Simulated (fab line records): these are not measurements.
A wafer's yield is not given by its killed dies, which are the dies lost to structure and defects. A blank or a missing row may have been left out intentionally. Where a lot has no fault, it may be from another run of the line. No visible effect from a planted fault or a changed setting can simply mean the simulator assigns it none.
One fault through the eyes of 2 desks	flow berkeleyCmos170	numbers are kept per desk, each desk with only its own; the story behind them comes last

AT THE TOOL OWNER'S DESK: lpcvd-02
The tool's own readings at UCB170_NWELL_CVD_04 (deposits Si3N4 from SiH2Cl2/NH3, target thk 224 nm, time 3360 s): means of the sampled wafers that have a number, for each lot that ran on this tool. Marked OUT: a lot whose mean sits more than 4 standard deviations from the usual mean, which makes it out of limits; the brackets give that distance.
Columns: A = nh3FlowSccm at UCB170_NWELL_CVD_04, usual 75.04 sccm
lot	first seen here	A
L464	day 2 07:34	75.14
L465	day 2 07:34	75.11
L466	day 2 16:20	74.81
L468	day 2 21:07	74.95
L469	day 3 04:22	75.06
L484	day 6 14:55	74.68
L485	day 6 14:55	74.83
L487	day 7 00:12	75.20
This desk's verdict: no lot among the 8 shows anything out of limits.

METROLOGY DESK
What the gauges read, lot by lot, whatever tool the lot ran on: means of the sampled wafers that have a number. Marked OUT: a lot whose mean sits more than 4 standard deviations from the usual mean, which makes it out of limits; the brackets give that distance.
Columns: A = NWELL_NITRIDE_THK at UCB170_NWELL_THK_MEAS_05, usual 225.1 nm
lot	first seen here	A
L464	day 2 09:31	225.3
L465	day 2 09:31	224.0
L466	day 2 18:16	225.9
L468	day 2 23:04	253.4 (+12) OUT
L469	day 3 06:18	248.1 (+9.6) OUT
L477	day 4 22:07	228.8
L481	day 5 19:27	219.3
L482	day 5 23:32	226.8
L483	day 6 05:17	224.2
L484	day 6 16:56	226.9
L485	day 6 16:57	226.5
L486	day 7 00:59	224.4
L487	day 7 02:09	224.3
Finding of this desk: L468, L469 out of limits, first seen on L468 at day 2 23:04 (NWELL_NITRIDE_THK at UCB170_NWELL_THK_MEAS_05). L464, L465, L466, L477, L481, L482, L483, L484, L485, L486, L487: within limits.

BROUGHT TOGETHER
Metrology desk: alarm possible at day 2 23:04 on L468, L469.
The desk of the tool owner found nothing out of limits.
Tool owner's desk: L468, L469 on record, inside its limits.
Every lot named ran UCB170_NWELL_CVD_04 on lpcvd-02.

WHAT THE SIMULATOR HAD PUT IN
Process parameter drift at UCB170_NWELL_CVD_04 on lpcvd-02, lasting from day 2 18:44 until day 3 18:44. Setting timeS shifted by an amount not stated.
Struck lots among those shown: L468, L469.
Time in hours between the start of the fault and the first out-of-limits reading at each desk: metrology desk, 4.
